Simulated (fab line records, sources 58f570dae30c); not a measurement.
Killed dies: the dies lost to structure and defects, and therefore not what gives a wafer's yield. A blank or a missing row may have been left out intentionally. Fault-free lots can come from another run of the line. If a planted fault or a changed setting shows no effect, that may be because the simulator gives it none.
One fault through the eyes of 2 desks :: flow berkeleyCmos170 :: each desk holds nothing but its own numbers, with what lay behind them at the end

AT THE TOOL OWNER'S DESK: pvdSputter-03
The tool's own readings at UCB170_M2_SPUTTER_01 (material Al, target thk 900 nm, time 120 s): means of the sampled wafers that have a number, for each lot that ran on this tool. If a lot's mean is further than 4 standard deviations from the usual mean, the lot is out of limits and carries the mark OUT (the distance appears in the brackets).
Columns: A = chamberPressurePa at UCB170_M2_SPUTTER_01, usual 0.4999 Pa; B = throttleValvePct at UCB170_M2_SPUTTER_01, usual 29.3 %
lot: L590
first seen here: day 9 19:09
A: 0.4996
B: 30.0

lot: L593
first seen here: day 9 22:34
A: 0.5000
B: 28.7

lot: L594
first seen here: day 10 11:56
A: 0.4987
B: 28.8

lot: L596
first seen here: day 10 23:38
A: 0.4996
B: 30.0

lot: L605
first seen here: day 12 13:22
A: 0.5012
B: 31.3

lot: L602
first seen here: day 12 15:16
A: 0.4996
B: 29.8
This desk's finding: nothing out of limits on any of the 6 lots.

METROLOGY DESK
What the gauges read, lot by lot, whatever tool the lot ran on: means of the sampled wafers that have a number. If a lot's mean is further than 4 standard deviations from the usual mean, the lot is out of limits and carries the mark OUT (the distance appears in the brackets).
Columns: A = V1_BOW at UCB170_V1_BOW_MEAS_03, usual 20 um; B = V1_POLISHED_THK at UCB170_V1_THK_MEAS_04, usual 1000.1 nm; C = M2_AL_RS at UCB170_M2_RS_MEAS_02, usual 0.0320 ohm/sq; D = M2_AL_THK at UCB170_M2_THK_MEAS_03, usual 918 nm
lot: L585
first seen here: day 8 12:57
A: 25
B: 1000.3
C: 0.0322
D: 914

lot: L584
first seen here: day 8 14:17
A: 17
B: 999.2
C: 0.0319
D: 920

lot: L591
first seen here: day 9 13:25
A: 24
B: 999.2
C: 0.0319
D: 923

lot: L590
first seen here: day 9 17:04
A: 23
B: 1000.8
C: 0.0320
D: 915

lot: L588
first seen here: day 9 18:26
A: 25
B: 1000.2
C: 0.0318
D: 923

lot: L587
first seen here: day 9 18:47
A: 17
B: 1000.7
C: 0.0323
D: 911

lot: L592
first seen here: day 9 19:00
A: 25
B: 1001.0
C: 0.0321
D: 912

lot: L593
first seen here: day 9 19:16
A: 14
B: 1000.2
C: 0.0326
D: 904

lot: L594
first seen here: day 10 10:00
A: 22
B: 1000.2
C: 0.0322
D: 910

lot: L596
first seen here: day 10 21:38
A: 18
B: 1001.6
C: 0.0320
D: 920

lot: L606
first seen here: day 12 09:43
A: 20
B: 1000.0
C: 0.0323
D: 911

lot: L605
first seen here: day 12 11:03
A: 16
B: 999.0
C: 0.0859 (+99 or more) OUT
D: 347 (-58) OUT

lot: L607
first seen here: day 12 12:25
A: 18
B: 1001.7
C: 0.0319
D: 917

lot: L602
first seen here: day 12 12:41
A: 18
B: 999.4
C: 0.0495 (+55) OUT
D: 729 (-19) OUT
Finding of this desk: L602, L605 out of limits, first seen on L605 at day 12 13:26 (M2_AL_RS at UCB170_M2_RS_MEAS_02). L585, L584, L591, L590, L588, L587, L592, L593, L594, L596, L606, L607: within limits.

BROUGHT TOGETHER
The metrology desk could have raised an alarm at day 12 13:26, on L602, L605.
The tool owner's desk saw nothing out of limits.
The tool owner's desk has L602, L605 on record, within its limits.
Every lot named ran UCB170_M2_SPUTTER_01 on pvdSputter-03.

WHAT THE SIMULATOR HAD PUT IN
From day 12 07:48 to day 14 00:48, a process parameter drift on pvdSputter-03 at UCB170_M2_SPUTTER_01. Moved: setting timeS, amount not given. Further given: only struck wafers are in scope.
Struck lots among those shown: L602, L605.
Time in hours between the start of the fault and the first out-of-limits reading at each desk: metrology desk, 6.
